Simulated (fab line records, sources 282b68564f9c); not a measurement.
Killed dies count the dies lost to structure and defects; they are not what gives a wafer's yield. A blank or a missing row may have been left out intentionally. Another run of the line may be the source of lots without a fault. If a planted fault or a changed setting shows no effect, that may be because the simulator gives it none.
Split-lot trial -- flow rit_cmos -- 23 wafers read from 5 lots, route of 202 steps

## ABOUT THE SPLIT
At RIT_NWELL_IMPLANT_08, the setting dose_cm2 was moved away from the recipe's 5e+13 on 6 of the 23 wafers read, by -3.1% to +2.2%. All remaining wafers had this setting at the recipe value.

## FROM THE SPLIT TO THE READING: what the file shows between them, 4 steps
- RIT_PWELL_IMPLANT_08 (also split here: dose_cm2)
- RIT_PWELL_STRIP_09: strips in O2, time 180 s
- RIT_PWELL_TW_MEAS_10
- RIT_WELLDRIVE_ANNEAL_00: time 14700 s

## THE READING
Measured at RIT_WELLDRIVE_RS_MEAS_01 by four-point probe: NWELL_RS, in ohm/sq. Fault-free wafers of this fab line usually give 275.2 ohm/sq, standard deviation 0.98 ohm/sq.

wafer,"tool, chamber at the split",dose_cm2 as run,against the recipe,"NWELL_RS, ohm/sq",against lot-mates on the recipe
L074.1,"implanter-03, 0",5e+13,recipe,275.7,-
L074.3,"implanter-03, 0",5e+13,recipe,275.2,-
L074.4,"implanter-03, 0",5e+13,recipe,276.2,-
L074.5,"implanter-03, 0",5e+13,recipe,275.9,-
L074.6,"implanter-03, 0",5e+13,recipe,276.0,-
L075.1,"implanter-03, 0",5e+13,recipe,276.4,-
L075.2,"implanter-03, 0",5.11e+13,+2.2%,273.0,-3.5
L075.4,"implanter-03, 0",5.11e+13,+2.2%,273.0,-3.5
L075.5,"implanter-03, 0",5.11e+13,+2.2%,272.6,-3.9
L075.6,"implanter-03, 0",5e+13,recipe,276.7,-
L076.3,"implanter-03, 0",5e+13,recipe,275.8,-
L076.4,"implanter-03, 0",5e+13,recipe,275.2,-
L076.6,"implanter-03, 0",5e+13,recipe,276.3,-
L079.1,"implanter-04, 0",5e+13,recipe,275.9,-
L079.2,"implanter-04, 0",5e+13,recipe,275.5,-
L079.3,"implanter-04, 0",5e+13,recipe,275.6,-
L079.5,"implanter-04, 0",5e+13,recipe,275.7,-
L079.6,"implanter-04, 0",5e+13,recipe,276.4,-
L081.1,"implanter-02, 0",4.844e+13,-3.1%,280.3,+5.3
L081.3,"implanter-02, 0",5e+13,recipe,275.4,-
L081.4,"implanter-02, 0",4.844e+13,-3.1%,281.7,+6.7
L081.5,"implanter-02, 0",4.844e+13,-3.1%,281.9,+6.9
L081.6,"implanter-02, 0",5e+13,recipe,274.7,-

THE FIT
A straight line over all 23 wafers: NWELL_RS changes by -1.61 ohm/sq for each +1% of dose_cm2; r = -0.97; the points scatter about the line by 0.59 ohm/sq.
The same after taking each lot's own level away (the mean of its wafers on the recipe; 23 wafers): -1.89 ohm/sq for each +1%; r = -0.99; scatter 0.46 ohm/sq.
The reading moves by 5.9 ohm/sq for the largest change in dose_cm2, on that fit.
The lots' own levels span 275.05 to 276.55 ohm/sq, that is 1.5 times the standard deviation above.
Hence the slope depends on the lot-to-lot level, as the two fits are not the same.
Check: for one of the wafers moved furthest among these (-3.1%), held out of the fit, the line's prediction against its lot-mates is +6.25 ohm/sq. Against them it came out at +5.25 ohm/sq.

## THESE WAFERS: OTHER SPLITS
Note: prior to the reading, these wafers also went through further splits. Each is held against what the fit with the lots' levels taken away leaves over:
other split on the same wafers,wafers away from the commonest value,r with NWELL_RS (lot level and that fit taken away)
RIT_ACTIVE_CVD_03 time_s,10,+0.16
RIT_ACTIVE_ETCH_13 pressure_mtorr,18,-0.01
RIT_FOX2_OXIDATION_00 temp_c,15,+0.14
RIT_PWELL_IMPLANT_08 dose_cm2,7,+0.07

## FILE'S OWN FIT
NWELL_RS changes by -1.89 ohm/sq for each +1% of dose_cm2, r = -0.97.
